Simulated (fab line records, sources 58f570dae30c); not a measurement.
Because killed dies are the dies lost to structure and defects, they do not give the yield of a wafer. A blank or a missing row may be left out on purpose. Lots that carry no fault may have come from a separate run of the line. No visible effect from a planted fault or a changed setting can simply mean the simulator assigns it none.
Which of the tools did it? :: flow berkeley-cmos170 :: 39 wafers from 13 lots sampled at 5 of the route's 331 steps

WHAT EACH GAUGE READ, for each wafer
UCB170_ACTIVE_CD_MEAS_90: the cd target is 1200 nm.
lot: L123
measured: day 4 18:14
on: cd-sem-01
cd-nm (nm): 1196.8 1197.5 1196.9

lot: L124
measured: day 4 18:41
on: cd-sem-02
cd-nm (nm): 1200.3 1199.8 1200.5

lot: L125
measured: day 5 02:37
on: cd-sem-01
cd-nm (nm): 1202.4 1201.8 1203.8

lot: L126
measured: day 5 06:34
on: cd-sem-02
cd-nm (nm): 1202.5 1201.1 1200.8

lot: L128
measured: day 6 01:15
on: cd-sem-02
cd-nm (nm): 1199.8 1200.3 1199.6

lot: L129
measured: day 6 01:23
on: cd-sem-02
cd-nm (nm): 1197.9 1198.0 1198.8

lot: L130
measured: day 6 06:44
on: cd-sem-01
cd-nm (nm): 1197.9 1198.7 1198.0

lot: L134
measured: day 6 20:20
on: cd-sem-02
cd-nm (nm): 1200.8 1201.9 1201.5

lot: L135
measured: day 7 14:26
on: cd-sem-02
cd-nm (nm): 1200.4 1200.0 1200.6

lot: L139
measured: day 8 02:55
on: cd-sem-02
cd-nm (nm): 1202.1 1201.5 1201.2

lot: L141
measured: day 8 14:23
on: cd-sem-02
cd-nm (nm): 1200.4 1200.4 1201.3

lot: L142
measured: day 8 14:38
on: cd-sem-01
cd-nm (nm): 1197.4 1197.2 1197.3

lot: L143
measured: day 9 08:06
on: cd-sem-02
cd-nm (nm): 1200.7 1200.0 1199.8

UCB170_GATE_OVL_MEAS_13.
lot: L123
measured: day 6 09:46
on: overlay-01
GATE_OVL (nm): -3 -1 6

lot: L124
measured: day 6 09:29
on: overlay-01
GATE_OVL (nm): -11 -7 -2

lot: L125
measured: day 7 03:07
on: overlay-02
GATE_OVL (nm): -8 -5 -8

lot: L126
measured: day 7 03:21
on: overlay-01
GATE_OVL (nm): 4 -1 -3

lot: L128
measured: day 7 23:30
on: overlay-01
GATE_OVL (nm): -7 -2 -7

lot: L129
measured: day 7 23:16
on: overlay-02
GATE_OVL (nm): 1 -7 -7

lot: L130
measured: day 8 08:22
on: overlay-02
GATE_OVL (nm): -5 -13 -5

lot: L134
measured: day 8 18:05
on: overlay-02
GATE_OVL (nm): -5 -6 -9

lot: L135
measured: day 9 13:07
on: overlay-01
GATE_OVL (nm): -8 -7 -4

lot: L139
measured: day 10 00:50
on: overlay-01
GATE_OVL (nm): -7 -9 -5

lot: L141
measured: day 10 20:39
on: overlay-02
GATE_OVL (nm): 0 11 7

lot: L142
measured: day 10 20:32
on: overlay-01
GATE_OVL (nm): 6 5 4

lot: L143
measured: day 11 05:34
on: overlay-02
GATE_OVL (nm): 0 -5 -6

UCB170_M1_CD_MEAS_09: the cd target is 700 nm.
lot: L123
measured: day 7 08:43
on: cd-sem-01
cd-nm (nm): 700.3 699.0 699.4

lot: L124
measured: day 7 08:24
on: cd-sem-01
cd-nm (nm): 700.7 700.7 700.9

lot: L125
measured: day 8 00:59
on: cd-sem-01
cd-nm (nm): 698.8 699.0 698.5

lot: L126
measured: day 8 01:57
on: cd-sem-02
cd-nm (nm): 702.7 701.5 702.0

lot: L128
measured: day 8 19:15
on: cd-sem-02
cd-nm (nm): 697.8 699.6 698.2

lot: L129
measured: day 8 20:22
on: cd-sem-01
cd-nm (nm): 698.4 697.7 698.3

lot: L130
measured: day 9 05:29
on: cd-sem-01
cd-nm (nm): 697.9 699.2 698.8

lot: L134
measured: day 9 17:29
on: cd-sem-02
cd-nm (nm): 709.8 709.6 710.9

lot: L135
measured: day 10 13:57
on: cd-sem-02
cd-nm (nm): 696.0 696.8 697.4

lot: L139
measured: day 11 00:57
on: cd-sem-01
cd-nm (nm): 698.6 700.1 700.0

lot: L141
measured: day 11 20:36
on: cd-sem-02
cd-nm (nm): 701.0 700.5 702.3

lot: L142
measured: day 11 19:47
on: cd-sem-01
cd-nm (nm): 699.9 701.2 699.1

lot: L143
measured: day 12 05:10
on: cd-sem-02
cd-nm (nm): 701.8 703.0 701.8

EACH LOT AND THE TOOL THAT RAN IT (in order: tool; ch and the chambers of the sampled wafers; start)
lot: L123
UCB170_NVT_STRIP_08: plasma-asher-01 ch 0,1, day 5 20:53
UCB170_M1_EXPOSE_06: krf-scanner-02 ch 0, day 7 08:19

lot: L124
UCB170_NVT_STRIP_08: plasma-asher-04 ch 0, day 5 21:42
UCB170_M1_EXPOSE_06: krf-scanner-01 ch 0, day 7 07:48

lot: L125
UCB170_NVT_STRIP_08: plasma-asher-01 ch 1, day 6 07:25
UCB170_M1_EXPOSE_06: krf-scanner-02 ch 0, day 8 00:13

lot: L126
UCB170_NVT_STRIP_08: plasma-asher-04 ch 1, day 6 13:22
UCB170_M1_EXPOSE_06: krf-scanner-02 ch 0, day 8 01:34

lot: L128
UCB170_NVT_STRIP_08: plasma-asher-02 ch 0,1, day 7 08:44
UCB170_M1_EXPOSE_06: krf-scanner-02 ch 0, day 8 18:32

lot: L129
UCB170_NVT_STRIP_08: plasma-asher-04 ch 0,1, day 7 09:02
UCB170_M1_EXPOSE_06: krf-scanner-01 ch 0, day 8 19:40

lot: L130
UCB170_NVT_STRIP_08: plasma-asher-02 ch 0,1, day 7 17:10
UCB170_M1_EXPOSE_06: krf-scanner-01 ch 0, day 9 05:06

lot: L134
UCB170_NVT_STRIP_08: plasma-asher-02 ch 0,1, day 8 03:18
UCB170_M1_EXPOSE_06: krf-scanner-02 ch 0, day 9 17:06

lot: L135
UCB170_NVT_STRIP_08: plasma-asher-04 ch 0,1, day 8 20:43
UCB170_M1_EXPOSE_06: krf-scanner-01 ch 0, day 10 13:33

lot: L139
UCB170_NVT_STRIP_08: plasma-asher-02 ch 0,1, day 9 07:53
UCB170_M1_EXPOSE_06: krf-scanner-01 ch 0, day 11 00:34

lot: L141
UCB170_NVT_STRIP_08: plasma-asher-02 ch 0,1, day 10 06:59
UCB170_M1_EXPOSE_06: krf-scanner-01 ch 0, day 11 20:00

lot: L142
UCB170_NVT_STRIP_08: plasma-asher-01 ch 0,1, day 10 07:13
UCB170_M1_EXPOSE_06: krf-scanner-01 ch 0, day 11 18:30

lot: L143
UCB170_NVT_STRIP_08: plasma-asher-01 ch 0,1, day 10 16:49
UCB170_M1_EXPOSE_06: krf-scanner-01 ch 0, day 12 04:36
- UCB170_NVT_STRIP_08: strips in O2.
- UCB170_M1_EXPOSE_06: exposes mask METAL1, target cd 700 nm.

WHAT THE TOOLS THEMSELVES READ (means of the sampled wafers that have a number; where no wafer has one, the mark that the record gives instead)
UCB170_NVT_STRIP_08.
lot: L123
tool: plasma-asher-01
drypump-motor-current-A (A): 5.23
oes-product-au (a.u.): 0.743
strip-time-to-endpoint-s (s): 21.60

lot: L124
tool: plasma-asher-04
drypump-motor-current-A (A): 5.55
oes-product-au (a.u.): 0.743
strip-time-to-endpoint-s (s): 21.58

lot: L125
tool: plasma-asher-01
drypump-motor-current-A (A): 5.66
oes-product-au (a.u.): 0.738
strip-time-to-endpoint-s (s): 21.67

lot: L126
tool: plasma-asher-04
drypump-motor-current-A (A): 5.91
oes-product-au (a.u.): 0.742
strip-time-to-endpoint-s (s): 21.57

lot: L128
tool: plasma-asher-02
drypump-motor-current-A (A): 5.60
oes-product-au (a.u.): 0.743
strip-time-to-endpoint-s (s): 21.75

lot: L129
tool: plasma-asher-04
drypump-motor-current-A (A): 5.80
oes-product-au (a.u.): 0.743
strip-time-to-endpoint-s (s): 21.63

lot: L130
tool: plasma-asher-02
drypump-motor-current-A (A): 5.59
oes-product-au (a.u.): 0.739
strip-time-to-endpoint-s (s): 21.69

lot: L134
tool: plasma-asher-02
drypump-motor-current-A (A): 5.60
oes-product-au (a.u.): 0.741
strip-time-to-endpoint-s (s): 21.68

lot: L135
tool: plasma-asher-04
drypump-motor-current-A (A): 5.67
oes-product-au (a.u.): 0.741
strip-time-to-endpoint-s (s): 21.59

lot: L139
tool: plasma-asher-02
drypump-motor-current-A (A): 5.59
oes-product-au (a.u.): 0.738
strip-time-to-endpoint-s (s): 21.64

lot: L141
tool: plasma-asher-02
drypump-motor-current-A (A): 5.60
oes-product-au (a.u.): 0.743
strip-time-to-endpoint-s (s): 21.70

lot: L142
tool: plasma-asher-01
drypump-motor-current-A (A): 5.23
oes-product-au (a.u.): 0.743
strip-time-to-endpoint-s (s): 21.59

lot: L143
tool: plasma-asher-01
drypump-motor-current-A (A): 5.24
oes-product-au (a.u.): 0.746
strip-time-to-endpoint-s (s): 21.63

UCB170_M1_EXPOSE_06.
lot: L123
tool: krf-scanner-02
exposure-dose-mJ-cm2: 20.464

lot: L124
tool: krf-scanner-01
exposure-dose-mJ-cm2: 20.467

lot: L125
tool: krf-scanner-02
exposure-dose-mJ-cm2: 20.454

lot: L126
tool: krf-scanner-02
exposure-dose-mJ-cm2: 20.471

lot: L128
tool: krf-scanner-02
exposure-dose-mJ-cm2: 20.488

lot: L129
tool: krf-scanner-01
exposure-dose-mJ-cm2: 20.500

lot: L130
tool: krf-scanner-01
exposure-dose-mJ-cm2: 20.462

lot: L134
tool: krf-scanner-02
exposure-dose-mJ-cm2: 19.635

lot: L135
tool: krf-scanner-01
exposure-dose-mJ-cm2: 20.468

lot: L139
tool: krf-scanner-01
exposure-dose-mJ-cm2: 20.444

lot: L141
tool: krf-scanner-01
exposure-dose-mJ-cm2: 20.496

lot: L142
tool: krf-scanner-01
exposure-dose-mJ-cm2: 20.458

lot: L143
tool: krf-scanner-01
exposure-dose-mJ-cm2: 20.434

THE ANSWER, worked out from the rows above alone
Rule: what is usual is taken from the lots themselves. Put in order of their means at a reading, lots are off if they are a third of the lots or fewer, leave a main group of 4 or more, and stand apart from it by a gap of 3 or more times the standard deviation of the main group's means; of several such gaps the widest counts. Not used: any main group whose means are identical at the precision the tables above print for the reading. A lot without any number at a reading at which 4 lots or more have one is off too. All remaining lots with rows at the step are treated as sound. After the gauges, taken in route order, come the tools' own readings; for these a lot's mean is taken, as printed above. At the first step where some lot is off, the reading lying furthest off is the one used; lots without a number count as furthest.
Off, at UCB170_M1_CD_MEAS_09 on cd-nm: L134. For the main group the mean is 699.7 nm and the standard deviation 1.6.
A tool fits if, at a process step before that reading, it ran every lot that is off, and no sound lot after the first of them. The gauges at UCB170_M1_CD_MEAS_09 aren't tried: what is off there is off at UCB170_M1_EXPOSE_06 too, on other tools, and a gauge's error can't cause that. One fits: krf-scanner-02 at UCB170_M1_EXPOSE_06. Its last sound lot is L128 (day 8 18:32), its first lot that is off L134 (day 9 17:06): a fault that began between those two fits.
The tool's own readings at UCB170_M1_EXPOSE_06 bear it out: on the lots that are off they differ by more than 5 times the standard deviation of the sound lots' means. exposure-dose-mJ-cm2 reads 19.635 there against 20.467 on the sound lots.

WHAT HAD BEEN PUT IN BY THE SIMULATOR
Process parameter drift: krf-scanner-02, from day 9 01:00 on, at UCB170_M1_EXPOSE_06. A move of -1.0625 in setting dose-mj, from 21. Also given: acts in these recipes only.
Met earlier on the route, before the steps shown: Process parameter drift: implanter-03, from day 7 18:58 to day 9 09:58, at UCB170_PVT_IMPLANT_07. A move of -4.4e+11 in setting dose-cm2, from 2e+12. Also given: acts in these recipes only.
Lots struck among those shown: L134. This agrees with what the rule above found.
